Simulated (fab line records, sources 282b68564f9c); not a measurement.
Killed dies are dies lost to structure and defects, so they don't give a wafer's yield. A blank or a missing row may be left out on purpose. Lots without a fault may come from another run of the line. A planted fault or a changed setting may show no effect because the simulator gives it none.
A struck lot beside a sound one | flow rit_cmos | 34 steps out of a route of 202
Sound: wafers L676.1, L676.5, L676.6. Struck: wafers L690.2, L690.5, L690.6. The cause comes at the end.
At each step with rows: each side's tool, then ch and its chambers, then its first start. Under that, the readings that differ: sound wafers | struck wafers | difference of the means | sigmas: that difference in standard deviations of wafers without a fault.
alike: readings whose means differ by less than 2 such deviations, and words and numbers that are the same on both sides. not compared: withheld readings, readings that some wafer has no value for, bounds like >300 that may hide the same value, and numbers for which the record gives no deviation and whose values overlap.
The two part at a step that has a row with sigmas, a row that says differs or no value, or rows on one side only. Numbers that don't overlap but have no deviation are shown without sigmas and don't part them. A reading that every wafer of one side lacks parts them only if that side has two wafers or more.

first, 2 steps without rows for these wafers: RIT_SPACER_CLEAN_02 (cleans in SC2, time 600 s); RIT_SPACER_CVD_03 (deposits Si3N4 from SiH2Cl2/NH3, target thk 250 nm, time 3300 s).
RIT_SPACER_THK_MEAS_04:
  sound on film_metro-04, day 3 03:34; struck on film_metro-01, day 6 04:35
  alike: SPACER_NITRIDE_THK
RIT_SPACER_ETCHBACK_05: etches Si3N4 in SF6/CHF3, stops on SiO2, target depth 250 nm, time 240 s.
  sound on rie_diel-01 ch 0,1,3, day 3 03:37; struck on rie_diel-01 ch 0,1,3, day 6 04:38
  alike: drypump_motor_current_A, oes_product_au, throttle_valve_pct
  not compared: rf_hours_counter_h
then, 6 steps without rows for these wafers: RIT_NSD_HMDS_00 (prime time 60 s); RIT_NSD_COAT_01 (resist thk 1000 nm); RIT_NSD_SOFTBAKE_02 (time 60 s); RIT_NSD_EXPOSE_03 (exposes mask M9, target cd 40700 nm); RIT_NSD_PEB_04; RIT_NSD_DEVELOP_05 (develop time 50 s).
RIT_NSD_OVL_MEAS_06:
  sound on overlay-01, day 3 04:44; struck on overlay-01, day 6 05:55
  alike: NSD_OVL
then, 1 step without rows for these wafers: RIT_NSD_HARDBAKE_07 (time 60 s).
RIT_NSD_IMPLANT_08:
  sound on implanter-02 ch 0, day 3 04:56; struck on implanter-02 ch 0, day 6 06:12
  alike: beam_energy_keV, tilt_deg
RIT_NSD_STRIP_09: strips in O2, time 180 s.
  sound on plasma_asher-03 ch 0,1, day 3 05:05; struck on plasma_asher-01 ch 0,1, day 6 06:19
  alike: drypump_motor_current_A
  not compared: rf_hours_counter_h
RIT_NSD_TW_MEAS_10:
  sound on film_metro-04, day 3 05:15; struck on film_metro-01, day 6 06:31
  reading | sound          | struck         | difference | sigmas
  NSD_TW  | 3142 3150 3172 | 3103 3090 3099 | -57        | -2
then, 6 steps without rows for these wafers: RIT_PSD_HMDS_00 (prime time 60 s); RIT_PSD_COAT_01 (resist thk 1000 nm); RIT_PSD_SOFTBAKE_02 (time 60 s); RIT_PSD_EXPOSE_03 (exposes mask M10, target cd 40900 nm); RIT_PSD_PEB_04; RIT_PSD_DEVELOP_05 (develop time 50 s).
RIT_PSD_OVL_MEAS_06:
  sound on overlay-01, day 3 06:10; struck on overlay-01, day 6 07:35
  alike: PSD_OVL
then, 2 steps without rows for these wafers: RIT_PSD_HARDBAKE_07 (time 60 s); RIT_PSD_IMPLANT_08.
RIT_PSD_STRIP_09: strips in O2, time 180 s.
  sound on plasma_asher-02 ch 0,1, day 3 06:30; struck on plasma_asher-03 ch 0,1, day 6 07:57
  alike: drypump_motor_current_A
  not compared: rf_hours_counter_h
RIT_PSD_TW_MEAS_10:
  sound on film_metro-01, day 3 06:40; struck on film_metro-01, day 6 08:08
  alike: PSD_TW
then, 3 steps without rows for these wafers: RIT_SDANNEAL_CLEAN_00 (cleans in SC1, time 600 s); RIT_SDANNEAL_CLEAN_01 (cleans in dHF, time 30 s); RIT_SDANNEAL_CLEAN_02 (cleans in SC2, time 600 s).
RIT_SDANNEAL_RTA_03: time 5 s.
  sound on rtp_anneal-02 ch 0, day 3 07:07; struck on rtp_anneal-02 ch 0, day 6 08:34
  alike: wafer_temp_C_max
RIT_SDANNEAL_RS_MEAS_04: measures by four-point-probe.
  sound on film_metro-01, day 3 07:10; struck on film_metro-03, day 6 08:38
  alike: PSD_RS
RIT_SDANNEAL_RS_MEAS_05: measures by four-point-probe.
  sound on film_metro-01, day 3 07:17; struck on film_metro-03, day 6 08:45
  reading         | sound          | struck | difference                    | sigmas
  NSD_RS (ohm/sq) | 84.6 85.1 84.7 | - - -  | no value on the struck wafers |
RIT_SDANNEAL_RS_MEAS_06: measures by four-point-probe.
  sound on film_metro-01, day 3 07:25; struck on film_metro-03, day 6 08:52
  alike: PLDD_RS
RIT_M1_PROBE_99:
  sound on prober-02, day 3 14:32; struck on prober-02, day 6 17:00
  reading                                 | sound             | struck            | difference | sigmas
  model.etest.diode_nplus_pwell.bv_v (V)  | 6.027 5.996 6.044 | 5.714 5.757 5.787 | -0.270     |
  model.etest.nmos_0p15.bv_v (V)          | 5.513 5.497 5.544 | 5.334 5.365 5.37  | -0.162     |
  model.etest.nmos_0p3.bv_v (V)           | 5.513 5.497 5.544 | 5.334 5.365 5.37  | -0.162     |
  model.etest.diode_nplus_pwell.cj_ff_um2 | 2.062 2.059 2.062 | 2.163 2.17 2.149  | +0.100     |
  model.etest.diode_nplus_comb.cj_ff_um2  | 2.621 2.65 2.635  | 2.754 2.726 2.749 | +0.108     |
  alike: killed_at_M0_to_M3, killed_at_front_end, killed_dies, killed_open, killed_short

WHERE THEY PART
First at RIT_NSD_TW_MEAS_10; last, within this record, at RIT_SDANNEAL_RS_MEAS_05. Later steps at which nothing parts them and some readings are alike: RIT_SDANNEAL_RS_MEAS_06, RIT_M1_PROBE_99.

WHY: what the simulator had put in
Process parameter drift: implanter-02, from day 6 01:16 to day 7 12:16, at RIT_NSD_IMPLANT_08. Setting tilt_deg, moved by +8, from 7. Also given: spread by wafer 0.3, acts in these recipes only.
